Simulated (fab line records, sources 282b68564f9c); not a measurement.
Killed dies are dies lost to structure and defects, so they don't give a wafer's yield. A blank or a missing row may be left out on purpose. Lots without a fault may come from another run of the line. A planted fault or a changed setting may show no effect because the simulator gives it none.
fab line records | flow rit_cmos
record lots=13 wafers=39 last_day=7
route steps=202 shown ACTIVE@9 FOX2@27 PRETRO@73 M1@202
lots that met no fault: from a run of the same line without faults
start_h: hours from the record's first day to the start of the lot's first wafer shown | wait_h: hours since the lot's step before | " the same as in the row above | L1.1+2: a row that stands for several wafers | - no value, or no start given | * or withheld: withheld | < > ~ a bound
route shown NAME@n: a module of which the file shows steps, and the number in the route of the first | usual: mean/standard deviation of fault-free wafers | same: alike in all rows | chamber/n: place in a boat | sites: the reading at each site | _std_site: their standard deviation | _edge_site: outer sites' mean less inner sites' | radius_mm: how far each site lies from the wafer's centre | mask NAME#n: copy n | behind: the tool/chamber that last shaped the wafer | hold: why the lot was held/for how many hours/how that ended | device: the transistor (n, p or np) that didn't switch | end of line: the same wafers' tests at the end of the route | a step without rows: its recipe alone | killed: dies lost to structure and defects at the first sort, not the wafer's yield | map: a wafer's dies, x killed, . not, _ none there
set.NAME: the setting as run; set.NAME@STEP: as run at that earlier step | model.NAME: the simulator's own value behind a step, which no gauge read
steps of the route over a sample of lots; a table a step, a row a wafer
services: from which hour (start_h, from the record's first day; less than 0 if before it) a tool's chamber was out of use, for how many hours, and why
## steps
# step RIT_ACTIVE_EXPOSE_08
# recipe mask_id=M1 na=0.6 source_shape=conventional sigma_outer=0.6 target_cd_nm=1400 dose_mj=225
# usual focus_offset_nm=-0.1/0.46
# columns lot.wafer tool chamber start_h wait_h mask focus_offset_nm
L397.2 iline_stepper-01 0 14.46 0.1 M1#0 0.1
L397.4 " 0 " " M1#0 -1.0
L397.5 " 0 " " M1#0 -0.8
L399.1 iline_stepper-02 0 24.04 0.1 M1#0 0.1
L399.2 " 0 " " M1#0 -0.5
L399.4 " 0 " " M1#0 0.3
L400.1 iline_stepper-01 0 29.90 0.2 M1#0 -0.2
L400.3 " 0 " " M1#0 -0.6
L400.5 " 0 " " M1#0 0.1
L402.3 iline_stepper-02 0 39.08 0.1 M1#0 0.1
L402.4 " 0 " " M1#0 -0.3
L402.6 " 0 " " M1#0 0.1
L404.2 iline_stepper-01 0 49.18 0.2 M1_R1#0 0.3
L404.3 " 0 " " M1_R1#0 0.5
L404.6 " 0 " " M1_R1#0 0.1
L411.3 iline_stepper-02 0 84.19 0.2 M1#0 -0.1
L411.4 " 0 " " M1#0 -0.2
L411.6 " 0 " " M1#0 -0.5
L412.3 iline_stepper-02 0 89.79 0.1 M1#0 1.0
L412.4 " 0 " " M1#0 0.5
L412.5 " 0 " " M1#0 0.2
L413.1 iline_stepper-01 0 94.17 0.2 M1#0 0.4
L413.2 " 0 " " M1#0 1.0
L413.5 " 0 " " M1#0 0.2
L414.2 iline_stepper-02 0 99.18 0.2 M1#0 0.0
L414.5 " 0 " " M1#0 0.6
L414.6 " 0 " " M1#0 -0.4
L415.2 iline_stepper-01 0 104.18 0.2 M1#0 0.2
L415.4 " 0 " " M1#0 -0.8
L415.6 " 0 " " M1#0 -0.3
L417.1 iline_stepper-01 0 114.17 0.2 M1#0 0.0
L417.3 " 0 " " M1#0 -0.7
L417.6 " 0 " " M1#0 0.0
L418.1 iline_stepper-01 0 119.91 0.1 M1#0 -0.1
L418.4 " 0 " " M1#0 1.1
L418.6 " 0 " " M1#0 0.1
L419.2 iline_stepper-01 0 124.39 0.1 M1#0 0.1
L419.3 " 0 " " M1#0 0.4
L419.5 " 0 " " M1#0 -0.2
# step RIT_ACTIVE_CD_MEAS_11
# recipe target_cd_nm=1400
# usual cd_nm=1400.3/2.4
# columns lot.wafer tool chamber start_h wait_h cd_nm
L397.2 cd_sem-01 - 14.86 - 1404.1
L397.4 " - " " 1401.4
L397.5 " - " " 1404.0
L399.1 cd_sem-02 - 24.44 - 1398.1
L399.2 " - " " 1396.1
L399.4 " - " " 1399.1
L400.1 cd_sem-02 - 30.30 - 1401.1
L400.3 " - " " 1400.9
L400.5 " - " " 1401.1
L402.3 cd_sem-01 - 39.48 - 1401.8
L402.4 " - " " 1400.2
L402.6 " - " " 1399.3
L404.2 cd_sem-01 - 49.58 - 1277.2
L404.3 " - " " 1276.9
L404.6 " - " " 1280.1
L411.3 cd_sem-02 - 84.59 - 1399.4
L411.4 " - " " 1401.1
L411.6 " - " " 1400.5
L412.3 cd_sem-01 - 90.19 - 1395.9
L412.4 " - " " 1395.8
L412.5 " - " " 1398.8
L413.1 cd_sem-01 - 94.56 - 1404.3
L413.2 " - " " 1399.9
L413.5 " - " " 1401.7
L414.2 cd_sem-02 - 99.62 - 1399.9
L414.5 " - " " 1399.5
L414.6 " - " " 1396.7
L415.2 cd_sem-01 - 104.58 - 1398.0
L415.4 " - " " 1397.1
L415.6 " - " " 1397.2
L417.1 cd_sem-02 - 114.56 - 1399.9
L417.3 " - " " 1401.3
L417.6 " - " " 1399.4
L418.1 cd_sem-02 - 120.40 - 1398.1
L418.4 " - " " 1397.8
L418.6 " - " " 1398.4
L419.2 cd_sem-01 - 124.79 - 1401.0
L419.3 " - " " 1400.9
L419.5 " - " " 1401.4
# step RIT_ACTIVE_ETCH_13
# recipe stop_on=SiO2 chemistry=SF6 target=Si3N4 time_s=210 over_etch_frac=0.4 SF6_flow_sccm=200 pressure_mtorr=260 rf_w=125 target_depth_a=2100
# usual SF6_flow_sccm=200.0/0.67 chamber_pressure_mTorr=259.97/0.27 drypump_motor_current_A=5.9/0.4 oes_product_au=0.823/0.015 rf_fwd_power_W=124.6/0.41 throttle_valve_pct=7.51/0.13
# columns lot.wafer tool chamber start_h wait_h SF6_flow_sccm chamber_pressure_mTorr drypump_motor_current_A oes_product_au rf_fwd_power_W rf_hours_counter_h throttle_valve_pct
L397.2 rie_diel-03 2 15.11 0.1 200.1 260.05 5.7 0.800 124.7 59 7.40
L397.4 " 3 " " 199.7 260.22 6.6 0.824 125.3 149 7.34
L397.5 " 1 " " 201.0 260.08 6.5 0.834 123.9 - 7.51
L399.1 rie_diel-01 0 24.71 0.1 200.2 260.10 6.0 0.808 124.5 149 7.59
L399.2 " 2 " " 199.7 259.92 5.8 0.812 124.9 5 7.68
L399.4 " 1 " " 199.0 260.11 5.8 0.838 124.2 75 7.52
L400.1 rie_diel-02 3 30.57 0.1 199.8 259.53 6.0 0.840 124.7 79 7.29
L400.3 " 2 " " 199.4 259.71 6.4 0.859 124.7 135 7.66
L400.5 " 1 " " 199.2 259.97 5.7 0.824 125.0 - 7.54
L402.3 rie_diel-01 2 39.71 0.1 199.1 259.80 5.8 0.809 124.4 5 7.68
L402.4 " 3 " " 199.5 259.87 6.4 0.822 125.0 26 7.55
L402.6 " 3 " " 198.9 259.85 6.4 0.824 125.1 - 7.54
L404.2 rie_diel-01 2 49.83 0.1 199.9 259.90 5.8 0.818 124.1 5 7.69
L404.3 " 3 " " 201.2 260.01 6.4 0.826 124.1 26 7.55
L404.6 " 3 " " 200.2 259.91 6.3 0.827 124.0 - 7.55
L411.3 rie_diel-01 2 84.82 0.1 198.9 260.24 5.8 0.808 124.6 6 7.68
L411.4 " 0 " " 199.9 260.00 6.0 0.807 124.6 150 7.60
L411.6 " 2 " " 199.6 260.01 5.8 0.810 124.7 - 7.68
L412.3 rie_diel-01 2 90.42 0.1 201.2 260.10 5.8 0.806 125.3 6 7.66
L412.4 " 3 " " 199.9 259.60 6.3 0.828 125.1 27 7.54
L412.5 " 0 " " 199.9 259.84 6.0 0.811 124.7 - 7.60
L413.1 rie_diel-02 1 94.83 0.1 199.4 259.75 5.7 0.811 125.5 108 7.54
L413.2 " 2 " " 200.0 260.11 6.4 0.850 124.9 137 7.67
L413.5 " 1 " " 199.0 259.85 5.7 0.830 125.3 - 7.55
L414.2 rie_diel-02 1 99.87 0.1 199.8 259.91 5.7 0.827 125.0 108 7.55
L414.5 " 0 " " 200.3 260.18 5.4 0.821 124.5 - 7.25
L414.6 " 3 " " 200.7 260.17 6.0 0.836 125.2 - 7.29
L415.2 rie_diel-01 0 104.83 0.1 200.2 259.86 6.0 0.803 124.3 150 7.61
L415.4 " 3 " " 199.6 259.96 6.4 0.823 124.9 - 7.55
L415.6 " 0 " " 200.3 260.00 6.0 0.810 125.3 - 7.60
L417.1 rie_diel-03 2 114.83 0.1 199.6 259.91 5.7 0.807 124.2 61 7.41
L417.3 " 1 " " 201.0 259.99 6.5 0.832 124.5 6 7.51
L417.6 " 0 " " 200.0 259.88 5.2 0.805 124.2 - 7.52
L418.1 rie_diel-01 3 120.67 0.1 200.3 260.04 6.4 0.814 125.0 28 7.55
L418.4 " 0 " " 200.1 260.09 6.0 0.813 124.1 151 7.57
L418.6 " 2 " " 200.2 260.02 5.8 0.805 124.5 - 7.68
L419.2 rie_diel-02 3 125.04 0.1 200.8 260.04 6.0 0.838 124.6 80 7.28
L419.3 " 2 " " 199.4 260.17 6.4 0.855 125.1 137 7.68
L419.5 " 0 " " 200.1 260.11 5.4 0.823 124.8 - 7.25
# step RIT_FOX2_THK_MEAS_90
# recipe reads=SiO2_of_FOX2_OXIDATION_00
# usual FIELD_OXIDE_LEFT_1_THK=325/6.8
# columns lot.wafer tool chamber start_h wait_h FIELD_OXIDE_LEFT_1_THK[nm]
L397.2 film_metro-01 - 19.60 0.0 316
L397.4 " - " " 310
L397.5 " - " " 309
L399.1 film_metro-03 - 29.21 0.0 333
L399.2 " - " " 328
L399.4 " - " " 337
L400.1 film_metro-03 - 35.38 0.0 323
L400.3 " - " " 324
L400.5 " - " " 328
L402.3 film_metro-04 - 44.29 0.0 337
L402.4 " - " " 331
L402.6 " - " " 332
L404.2 film_metro-04 - 55.61 0.0 326
L404.3 " - " " 333
L404.6 " - " " 335
L411.3 film_metro-03 - 89.35 0.0 321
L411.4 " - " " 323
L411.6 " - " " 320
L412.3 film_metro-01 - 94.92 0.0 329
L412.4 " - " " 322
L412.5 " - " " 321
L413.1 film_metro-04 - 99.91 0.0 327
L413.2 " - " " 321
L413.5 " - " " 326
L414.2 film_metro-01 - 104.41 0.0 321
L414.5 " - " " 324
L414.6 " - " " 320
L415.2 film_metro-04 - 109.84 0.0 329
L415.4 " - " " 328
L415.6 " - " " 328
L417.1 film_metro-04 - 124.64 0.0 323
L417.3 " - " " 318
L417.6 " - " " 323
L418.1 film_metro-01 - 126.17 0.0 322
L418.4 " - " " 320
L418.6 " - " " 323
L419.2 film_metro-04 - 130.82 0.0 318
L419.3 " - " " 316
L419.5 " - " " 323
# step RIT_PRETRO_STRIP_09
# recipe chemistry=O2 time_s=180 resist=NOVOLAK platen_temp_c=withheld power_w=500 pressure_mtorr=4000 o2_flow_sccm=4000
# usual chamber_pressure_mTorr=4000/3.7 drypump_motor_current_A=5.9/0.43
# columns lot.wafer tool chamber start_h wait_h chamber_pressure_mTorr drypump_motor_current_A rf_hours_counter_h
L397.2 plasma_asher-02 1 31.15 0.1 4005 6.1 39
L397.4 " 0 " " 3995 5.4 -
L397.5 " 1 " " 3996 6.2 -
L399.1 plasma_asher-04 0 40.86 0.1 4002 6.3 23
L399.2 " 1 " " 4001 5.2 23
L399.4 " 0 " " 3999 6.3 -
L400.1 plasma_asher-03 1 47.16 0.1 4001 6.0 40
L400.3 " 0 " " 4005 6.1 -
L400.5 " 1 " " 4010 6.0 -
L402.3 plasma_asher-03 1 56.22 0.1 4002 6.0 -
L402.4 " 0 " " 3995 6.2 -
L402.6 " 0 " " 3998 6.1 -
L404.2 plasma_asher-04 1 67.12 0.1 4007 5.2 26
L404.3 " 1 " " 4004 5.2 -
L404.6 " 1 " " 3996 5.2 -
L411.3 plasma_asher-03 1 101.07 0.1 4000 6.0 -
L411.4 " 0 " " 4003 6.2 -
L411.6 " 0 " " 4000 6.2 -
L412.3 plasma_asher-04 0 107.40 0.1 4002 6.4 -
L412.4 " 1 " " 3992 5.2 -
L412.5 " 1 " " 3999 5.2 -
L413.1 plasma_asher-04 0 111.93 0.1 4006 6.4 31
L413.2 " 1 " " 4002 5.2 31
L413.5 " 1 " " 3996 5.2 -
L414.2 plasma_asher-04 1 116.70 0.1 4001 5.2 31
L414.5 " 0 " " 3997 6.4 -
L414.6 " 1 " " 3998 5.2 -
L415.2 plasma_asher-04 1 121.99 0.1 4002 5.2 32
L415.4 " 0 " " 3999 6.3 -
L415.6 " 0 " " 4002 6.4 -
L417.1 plasma_asher-04 0 136.27 0.1 4003 6.3 34
L417.3 " 0 " " 3997 6.3 -
L417.6 " 1 " " 4004 5.2 -
L418.1 plasma_asher-02 0 138.26 0.1 3999 5.5 2
L418.4 " 1 " " 4002 6.1 -
L418.6 " 0 " " 4007 5.4 -
L419.2 plasma_asher-02 1 143.58 0.1 4002 6.1 2
L419.3 " 1 " " 4000 6.2 -
L419.5 " 1 " " 4002 6.2 -
# step RIT_M1_PROBE_99
# usual killed_at_M0_to_M3=0.0/0.19 killed_at_contacts=0.1/0.27 killed_at_front_end=6.4/2.9 killed_dies=6.5/3 killed_open=3.3/1.9 killed_short=3.2/1.7
# same gross_dies=264 killed_at_M4_up=0 killed_at_back_side=0 killed_at_other=0
# columns lot.wafer tool chamber start_h wait_h killed_at_M0_to_M3 killed_at_contacts killed_at_front_end killed_dies killed_open killed_short
L402.3 prober-01 - 83.54 0.2 0 1 5 6 3 3
L402.4 prober-01 - 83.59 0.2 0 0 4 4 2 2
L402.6 prober-01 - 83.69 0.2 0 0 2 2 0 2
# killed by level:class
L402.3 GATE:geometric_particle:open=2 GATE:geometric_particle:short=1 SILICIDE:geometric_particle:short=1 SILICIDE:geometric_particle:open=1 CONTACT:geometric_particle:short=1
L402.4 FOX1:geometric_particle:open=1 FOX2:geometric_particle:short=1 GATE:geometric_particle:open=1 REOX:geometric_particle:short=1
L402.6 FOX1:geometric_particle:short=1 GATE:geometric_particle:short=1
## services
# columns tool chamber start_h hours kind
plasma_asher-03 - 10.82 4.0 repair
rie_diel-03 - 27.62 14.6 pm
iline_stepper-02 0 48.20 - calibration
iline_stepper-02 - 49.12 1.7 pm
rie_diel-02 3 89.32 9.2 repair
iline_stepper-01 0 90.26 - calibration
iline_stepper-01 - 97.70 1.7 pm
rie_diel-01 2 102.00 9.5 repair
plasma_asher-02 - 108.75 9.0 pm
plasma_asher-02 0 108.75 9.0 vent_cycle
plasma_asher-02 1 108.75 9.0 vent_cycle
plasma_asher-02 0 117.75 - clean
plasma_asher-02 1 117.75 - clean
rie_diel-03 0 118.01 4.7 repair
rie_diel-03 3 119.72 3.0 repair
rie_diel-03 3 139.09 - clean
rie_diel-03 3 139.09 27.4 scheduled_down
rie_diel-03 3 139.09 27.4 vent_cycle
rie_diel-02 1 139.27 7.1 repair
rie_diel-01 0 143.46 - clean
rie_diel-01 0 143.46 19.5 scheduled_down
rie_diel-01 0 143.46 19.5 vent_cycle
## key
first_sign step=RIT_ACTIVE_EXPOSE_08 reading=mask direction=changed
effect step=RIT_ACTIVE_CD_MEAS_11 reading=cd_nm direction=down sigmas=52 usual=1400.3 struck=1278.1
met_at RIT_ACTIVE_EXPOSE_08
struck_lots L404
tester_left_out L404
not_acting_at RIT_ACTIVE_ETCH_13,RIT_FOX2_THK_MEAS_90,RIT_PRETRO_STRIP_09
onset_between 29.90 49.18
fault kind=wrong_mask tool=any chamber=- onset_h=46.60 steps=RIT_ACTIVE_EXPOSE_08 aux_copy=M1_R1#0 cd_offset_nm=-120 scope=struck_lots_only
# tester_left_out: of these lots the tester's yield and bins aren't shown, on N5 and GAA mostly nor the transistor test; their killed dies are dies lost to structure and defects alone, not to doping, threshold or leakage, so they don't give the yield
